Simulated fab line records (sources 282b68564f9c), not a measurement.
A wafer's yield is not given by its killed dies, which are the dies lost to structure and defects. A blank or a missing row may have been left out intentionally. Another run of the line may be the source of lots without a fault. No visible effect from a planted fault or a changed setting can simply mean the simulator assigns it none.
Split-lot trial :: flow rit_cmos :: route with 202 steps; 5 lots, 23 wafers read

## THE SPLIT
At RIT_NLDD_COAT_01 (resist thk 1000 nm), the setting resist_thk_nm was moved away from the recipe's 1000 nm on 6 of the 23 wafers read, by +3.8% to +5.1%. This setting was run at the recipe's value on the other wafers.

The reading comes from the split's own step.

## THE READING
NOVOLAK_of_NLDD_COAT_01.thk_nm (the simulator's own value, which no gauge read), in nm, at RIT_NLDD_COAT_01 (resist thk 1000 nm). The file gives no usual value for it. Average 998.3 nm, standard deviation 2.3 nm, over the 17 wafers here run with the recipe.

wafer: L075.1
tool, chamber at the split: litho_track-03, 0
resist_thk_nm as run, nm: 1038
against the recipe: +3.8%
NOVOLAK_of_NLDD_COAT_01.thk_nm, nm: 1040
against lot-mates on the recipe: +39.0

wafer: L075.3
tool, chamber at the split: litho_track-03, 0
resist_thk_nm as run, nm: 1038
against the recipe: +3.8%
NOVOLAK_of_NLDD_COAT_01.thk_nm, nm: 1040
against lot-mates on the recipe: +39.0

wafer: L075.2
tool, chamber at the split: litho_track-03, 0
resist_thk_nm as run, nm: 1000
against the recipe: recipe
NOVOLAK_of_NLDD_COAT_01.thk_nm, nm: 1000
against lot-mates on the recipe: -

wafer: L075.4
tool, chamber at the split: litho_track-03, 0
resist_thk_nm as run, nm: 1038
against the recipe: +3.8%
NOVOLAK_of_NLDD_COAT_01.thk_nm, nm: 1038
against lot-mates on the recipe: +37.0

wafer: L075.5
tool, chamber at the split: litho_track-03, 0
resist_thk_nm as run, nm: 1000
against the recipe: recipe
NOVOLAK_of_NLDD_COAT_01.thk_nm, nm: 1002
against lot-mates on the recipe: -

wafer: L076.1
tool, chamber at the split: litho_track-03, 0
resist_thk_nm as run, nm: 1000
against the recipe: recipe
NOVOLAK_of_NLDD_COAT_01.thk_nm, nm: 1000
against lot-mates on the recipe: -

wafer: L076.4
tool, chamber at the split: litho_track-03, 0
resist_thk_nm as run, nm: 1000
against the recipe: recipe
NOVOLAK_of_NLDD_COAT_01.thk_nm, nm: 1002
against lot-mates on the recipe: -

wafer: L076.5
tool, chamber at the split: litho_track-03, 0
resist_thk_nm as run, nm: 1000
against the recipe: recipe
NOVOLAK_of_NLDD_COAT_01.thk_nm, nm: 1003
against lot-mates on the recipe: -

wafer: L080.1
tool, chamber at the split: litho_track-01, 0
resist_thk_nm as run, nm: 1000
against the recipe: recipe
NOVOLAK_of_NLDD_COAT_01.thk_nm, nm: 995.2
against lot-mates on the recipe: -

wafer: L080.2
tool, chamber at the split: litho_track-01, 0
resist_thk_nm as run, nm: 1000
against the recipe: recipe
NOVOLAK_of_NLDD_COAT_01.thk_nm, nm: 996.8
against lot-mates on the recipe: -

wafer: L080.4
tool, chamber at the split: litho_track-01, 0
resist_thk_nm as run, nm: 1000
against the recipe: recipe
NOVOLAK_of_NLDD_COAT_01.thk_nm, nm: 996.8
against lot-mates on the recipe: -

wafer: L080.3
tool, chamber at the split: litho_track-01, 0
resist_thk_nm as run, nm: 1000
against the recipe: recipe
NOVOLAK_of_NLDD_COAT_01.thk_nm, nm: 998.3
against lot-mates on the recipe: -

wafer: L080.5
tool, chamber at the split: litho_track-01, 0
resist_thk_nm as run, nm: 1000
against the recipe: recipe
NOVOLAK_of_NLDD_COAT_01.thk_nm, nm: 997.8
against lot-mates on the recipe: -

wafer: L082.1
tool, chamber at the split: litho_track-01, 0
resist_thk_nm as run, nm: 1000
against the recipe: recipe
NOVOLAK_of_NLDD_COAT_01.thk_nm, nm: 997.4
against lot-mates on the recipe: -

wafer: L082.2
tool, chamber at the split: litho_track-01, 0
resist_thk_nm as run, nm: 1000
against the recipe: recipe
NOVOLAK_of_NLDD_COAT_01.thk_nm, nm: 998.1
against lot-mates on the recipe: -

wafer: L082.3
tool, chamber at the split: litho_track-01, 0
resist_thk_nm as run, nm: 1000
against the recipe: recipe
NOVOLAK_of_NLDD_COAT_01.thk_nm, nm: 998
against lot-mates on the recipe: -

wafer: L082.4
tool, chamber at the split: litho_track-01, 0
resist_thk_nm as run, nm: 1000
against the recipe: recipe
NOVOLAK_of_NLDD_COAT_01.thk_nm, nm: 994.9
against lot-mates on the recipe: -

wafer: L082.5
tool, chamber at the split: litho_track-01, 0
resist_thk_nm as run, nm: 1000
against the recipe: recipe
NOVOLAK_of_NLDD_COAT_01.thk_nm, nm: 997.2
against lot-mates on the recipe: -

wafer: L085.2
tool, chamber at the split: litho_track-03, 0
resist_thk_nm as run, nm: 1000
against the recipe: recipe
NOVOLAK_of_NLDD_COAT_01.thk_nm, nm: 996
against lot-mates on the recipe: -

wafer: L085.3
tool, chamber at the split: litho_track-03, 0
resist_thk_nm as run, nm: 1051
against the recipe: +5.1%
NOVOLAK_of_NLDD_COAT_01.thk_nm, nm: 1050
against lot-mates on the recipe: +52.9

wafer: L085.4
tool, chamber at the split: litho_track-03, 0
resist_thk_nm as run, nm: 1000
against the recipe: recipe
NOVOLAK_of_NLDD_COAT_01.thk_nm, nm: 998.3
against lot-mates on the recipe: -

wafer: L085.5
tool, chamber at the split: litho_track-03, 0
resist_thk_nm as run, nm: 1051
against the recipe: +5.1%
NOVOLAK_of_NLDD_COAT_01.thk_nm, nm: 1045
against lot-mates on the recipe: +47.9

wafer: L085.6
tool, chamber at the split: litho_track-03, 0
resist_thk_nm as run, nm: 1051
against the recipe: +5.1%
NOVOLAK_of_NLDD_COAT_01.thk_nm, nm: 1049
against lot-mates on the recipe: +51.9

FIT RESULTS
A straight line over all 23 wafers: NOVOLAK_of_NLDD_COAT_01.thk_nm changes by +10.1 nm for each +1% of resist_thk_nm; r = +0.99; the points scatter about the line by 2.5 nm.
The same after taking each lot's own level away (the mean of its wafers on the recipe; 23 wafers): +10 nm for each +1%; r = +1.00; scatter 1.4 nm.
Per that fit: largest resist_thk_nm move, reading shift of 51 nm.
The lots' own levels span 996.98 to 1001.67 nm, that is 2.1 times the standard deviation above.
So the lot-to-lot level changes the slope little: the two slopes agree.
Check: for one of the wafers moved furthest among these (+5.1%), held out of the fit, the line's prediction against its lot-mates is +50.6 nm. It came out at +52.9 nm against them.

## ADDITIONAL SPLITS CARRIED BY THESE WAFERS
Other splits were also applied to these wafers ahead of the reading. Each is held against what the fit with the lots' levels taken away leaves over:
other split on the same wafers: RIT_ACTIVE_OXIDATION_01 ox_time_s
wafers away from the commonest value: 10
r with NOVOLAK_of_NLDD_COAT_01.thk_nm (lot level and that fit taken away): +0.00

other split on the same wafers: RIT_NWELL_COAT_01 spin_rpm
wafers away from the commonest value: 6
r with NOVOLAK_of_NLDD_COAT_01.thk_nm (lot level and that fit taken away): -0.06

other split on the same wafers: RIT_NWELL_IMPLANT_08 dose_cm2
wafers away from the commonest value: 7
r with NOVOLAK_of_NLDD_COAT_01.thk_nm (lot level and that fit taken away): +0.23

other split on the same wafers: RIT_PWELL_IMPLANT_08 dose_cm2
wafers away from the commonest value: 7
r with NOVOLAK_of_NLDD_COAT_01.thk_nm (lot level and that fit taken away): -0.08

other split on the same wafers: RIT_NRETRO_COAT_01 spin_rpm
wafers away from the commonest value: 4
r with NOVOLAK_of_NLDD_COAT_01.thk_nm (lot level and that fit taken away): -0.22

other split on the same wafers: RIT_NRETRO_IMPLANT_08 energy_kev
wafers away from the commonest value: 5
r with NOVOLAK_of_NLDD_COAT_01.thk_nm (lot level and that fit taken away): +0.19

other split on the same wafers: RIT_PRETRO_IMPLANT_08 energy_kev
wafers away from the commonest value: 10
r with NOVOLAK_of_NLDD_COAT_01.thk_nm (lot level and that fit taken away): +0.12

other split on the same wafers: RIT_GATE_CVD_08 temp_c
wafers away from the commonest value: 15
r with NOVOLAK_of_NLDD_COAT_01.thk_nm (lot level and that fit taken away): -0.07

other split on the same wafers: RIT_GATE_ETCH_19 rf_w
wafers away from the commonest value: 9
r with NOVOLAK_of_NLDD_COAT_01.thk_nm (lot level and that fit taken away): -0.17

## FILE'S OWN FIT
NOVOLAK_of_NLDD_COAT_01.thk_nm changes by +10.1 nm for each +1% of resist_thk_nm, r = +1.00.
